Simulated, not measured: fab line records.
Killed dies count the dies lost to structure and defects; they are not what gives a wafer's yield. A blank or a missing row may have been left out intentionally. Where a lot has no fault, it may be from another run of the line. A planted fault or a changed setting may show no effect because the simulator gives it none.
Which tool is to blame? + flow rit cmos + 14 lots, 42 wafers sampled, at 2 steps of a route of 202

WHAT EACH GAUGE READ, for each wafer
RIT_FOX1_THK_MEAS_01.
| lot  | measured    | on            | FOX1_OXIDE_THK (nm) |
|------|-------------|---------------|---------------------|
| L301 | day 1 18:22 | film metro-02 | 356 354 353         |
| L302 | day 1 23:16 | film metro-04 | 348 346 348         |
| L303 | day 2 04:04 | film metro-04 | 348 351 353         |
| L304 | day 2 11:56 | film metro-01 | 347 353 353         |
| L305 | day 2 15:15 | film metro-01 | 354 351 352         |
| L306 | day 2 21:01 | film metro-02 | 496 504 514         |
| L309 | day 3 12:29 | film metro-04 | 525 517 515         |
| L311 | day 3 21:40 | film metro-01 | 344 348 349         |
| L317 | day 5 02:33 | film metro-01 | 348 350 346         |
| L318 | day 5 08:28 | film metro-04 | 349 353 351         |
| L319 | day 5 15:03 | film metro-04 | 349 350 349         |
| L320 | day 5 20:19 | film metro-01 | 362 364 360         |
| L321 | day 6 00:51 | film metro-04 | 360 358 356         |
| L322 | day 6 07:50 | film metro-04 | 344 349 345         |

WHICH TOOL RAN EACH LOT (tool, then ch and the chambers of the sampled wafers, then the start)
| lot  | RIT_FOX1_OXIDATION_00                                         |
|------|---------------------------------------------------------------|
| L301 | furnace-03 ch 0, day 1 17:03                                  |
| L302 | furnace-01 ch 0, day 1 21:56                                  |
| L303 | furnace-01 ch 0, day 2 02:45                                  |
| L304 | furnace-04 ch 0, day 2 10:36                                  |
| L305 | furnace-03 ch 0, day 2 13:56                                  |
| L306 | furnace-03 ch 0, day 2 18:13 and furnace-04 ch 0, day 2 19:43 |
| L309 | furnace-04 ch 0, day 3 09:41                                  |
| L311 | furnace-01 ch 0, day 3 20:20                                  |
| L317 | furnace-03 ch 0, day 5 01:14                                  |
| L318 | furnace-04 ch 0, day 5 07:08                                  |
| L319 | furnace-01 ch 0, day 5 13:44                                  |
| L320 | furnace-04 ch 0, day 5 18:58                                  |
| L321 | furnace-04 ch 0, day 5 23:32                                  |
| L322 | furnace-01 ch 0, day 6 06:29                                  |
- RIT_FOX1_OXIDATION_00: target thk 350.7 nm, ox time 1130 s.

WHAT THE TOOLS THEMSELVES READ (means of the sampled wafers that have a number; where no wafer has one, the mark that the record gives instead)
RIT_FOX1_OXIDATION_00.
| lot  | tool                  | ox temp c (C) | zone power load pct (%) |
|------|-----------------------|---------------|-------------------------|
| L301 | furnace-03            | 1100.1        | 45.3                    |
| L302 | furnace-01            | 1099.8        | 43.7                    |
| L303 | furnace-01            | 1100.1        | 43.4                    |
| L304 | furnace-04            | 1100.0        | 44.9                    |
| L305 | furnace-03            | 1100.3        | 45.3                    |
| L306 | furnace-03/furnace-04 | 1100.1        | 45.4                    |
| L309 | furnace-04            | 1099.7        | 45.2                    |
| L311 | furnace-01            | 1099.9        | 43.8                    |
| L317 | furnace-03            | 1099.4        | 45.8                    |
| L318 | furnace-04            | 1099.2        | 45.2                    |
| L319 | furnace-01            | 1099.2        | 43.1                    |
| L320 | furnace-04            | 1099.8        | 45.0                    |
| L321 | furnace-04            | 1099.3        | 45.0                    |
| L322 | furnace-01            | 1100.2        | 44.0                    |

THE ANSWER, worked out from the rows above alone
Rule: the usual values come from the lots themselves. Put in order of their means at a reading, lots are off if they are a third of the lots or fewer, leave a main group of 4 or more, and stand apart from it by a gap of 3 or more times the standard deviation of the main group's means; of several such gaps the widest counts. A main group whose means are all the same, to the digits that the tables above print for the reading, isn't used. Also off: a lot with no number at a reading for which 4 or more lots have one. The other lots that the step has rows for count as sound. First the gauges in route order, then the tools' own readings, where a lot's mean is used as printed above. The first step at which some lot is off is used, and at that step the reading that is off furthest; a lot without a number counts as furthest.
Off: L306, L309, seen at RIT_FOX1_THK_MEAS_01 (FOX1_OXIDE_THK). Main group: mean 351 nm, sd 4.5.
A tool fits if, at a process step before that reading, it ran every lot that is off, and no sound lot after the first of them. Gauges at RIT_FOX1_THK_MEAS_01: tried the same way as those tools. None of those tried fits.

WHAT THE SIMULATOR PUT IN
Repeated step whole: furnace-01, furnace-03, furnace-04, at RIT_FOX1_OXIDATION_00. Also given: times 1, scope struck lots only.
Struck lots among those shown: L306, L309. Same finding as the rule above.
